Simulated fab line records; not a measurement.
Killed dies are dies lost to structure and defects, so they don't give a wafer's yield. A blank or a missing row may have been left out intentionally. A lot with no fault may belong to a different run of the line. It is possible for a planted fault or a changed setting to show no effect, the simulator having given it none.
Split-lot trial	flow ritCmos	5 lots, 23 wafers read, on a route of 202 steps

## THE SPLIT
At RIT_PWELL_IMPLANT_08, the setting energyKev was moved away from the recipe's 170 on 10 of the 23 wafers read, by -4.6% to +5.6%. The other wafers ran this setting at the recipe's value.

Reading taken at the split's own step.

## THE READING
implant.drpNm (the simulator's own value, which no gauge read), in nm, at RIT_PWELL_IMPLANT_08. No usual value for it is given in the file.

wafer	tool, chamber at the split	energyKev as run	against the recipe	implant.drpNm, nm	against lot-mates on the recipe
L074.1	implanter-03, 0	170	recipe	102.9	-
L074.3	implanter-03, 0	170	recipe	102.9	-
L074.4	implanter-03, 0	170	recipe	102.9	-
L074.2	implanter-03, 0	179.5	+5.6%	104.4	+1.5
L074.5	implanter-03, 0	179.5	+5.6%	104.4	+1.5
L075.1	implanter-04, 0	170	recipe	102.9	-
L075.2	implanter-04, 0	170	recipe	102.9	-
L075.5	implanter-04, 0	170	recipe	102.9	-
L075.3	implanter-04, 0	162.2	-4.6%	101.2	-1.7
L075.4	implanter-04, 0	162.2	-4.6%	101.2	-1.7
L077.1	implanter-03, 0	167	-1.8%	102.3	-0.6
L077.2	implanter-03, 0	167	-1.8%	102.3	-0.6
L077.6	implanter-03, 0	167	-1.8%	102.3	-0.6
L077.4	implanter-03, 0	170	recipe	102.9	-
L077.5	implanter-03, 0	170	recipe	102.9	-
L078.1	implanter-04, 0	179.2	+5.4%	104.4	+1.5
L078.3	implanter-04, 0	179.2	+5.4%	104.4	+1.5
L078.5	implanter-04, 0	179.2	+5.4%	104.4	+1.5
L078.2	implanter-04, 0	170	recipe	102.9	-
L078.4	implanter-04, 0	170	recipe	102.9	-
L085.4	implanter-01, 0	170	recipe	102.9	-
L085.5	implanter-01, 0	170	recipe	102.9	-
L085.6	implanter-01, 0	170	recipe	102.9	-

FIT RESULTS
A straight line over all 23 wafers: implant.drpNm changes by +0.301 nm for each +1% of energyKev; r = +0.99; the points scatter about the line by 0.1 nm.
The same after taking each lot's own level away (the mean of its wafers on the recipe; 23 wafers): +0.301 nm for each +1%; r = +0.99; scatter 0.1 nm.
According to that fit, moving energyKev by its largest amount changes the reading by 1.7 nm.
The lots' own levels span 102.90 to 102.90 nm.
Hence the lot-to-lot level has little effect on the slope; both slopes agree.
Check: with one of the wafers moved furthest among these (+5.6%) left out of the fit, the line predicts +1.64 nm for it against its lot-mates. It came out at +1.5 nm against them.

## OTHER SPLITS ON THESE WAFERS
Note: prior to the reading, these wafers also went through further splits. Each is held against what the fit with the lots' levels taken away leaves over:
other split on the same wafers	wafers away from the commonest value	r with implant.drpNm (lot level and that fit taken away)
RIT_ACTIVE_OXIDATION_01 tempC	5	-0.31
RIT_ACTIVE_DEVELOP_10 developTimeS	7	+0.13
RIT_ACTIVE_ETCH_13 pressureMtorr	15	+0.08
RIT_NWELL_SOFTBAKE_02 tempC	8	+0.01
RIT_NWELL_IMPLANT_08 doseCm2	9	+0.40
RIT_PWELL_COAT_01 spinRpm	5	-0.12

## THE WHOLE CHAIN: every reading that the file lists as answering this split, in the file's order
step	what it does	reading	change (the file's fit)	r (the file's)
RIT_PWELL_IMPLANT_08		implant.rpNm (the simulator's own value, which no gauge read)	+3.6 nm for each +1% of the setting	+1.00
RIT_PWELL_IMPLANT_08		implant.drpNm (the simulator's own value, which no gauge read)	+0.3 nm for each +1% of the setting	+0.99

## FILE'S OWN FIT
implant.drpNm changes by +0.3 nm for each +1% of energyKev, r = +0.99.
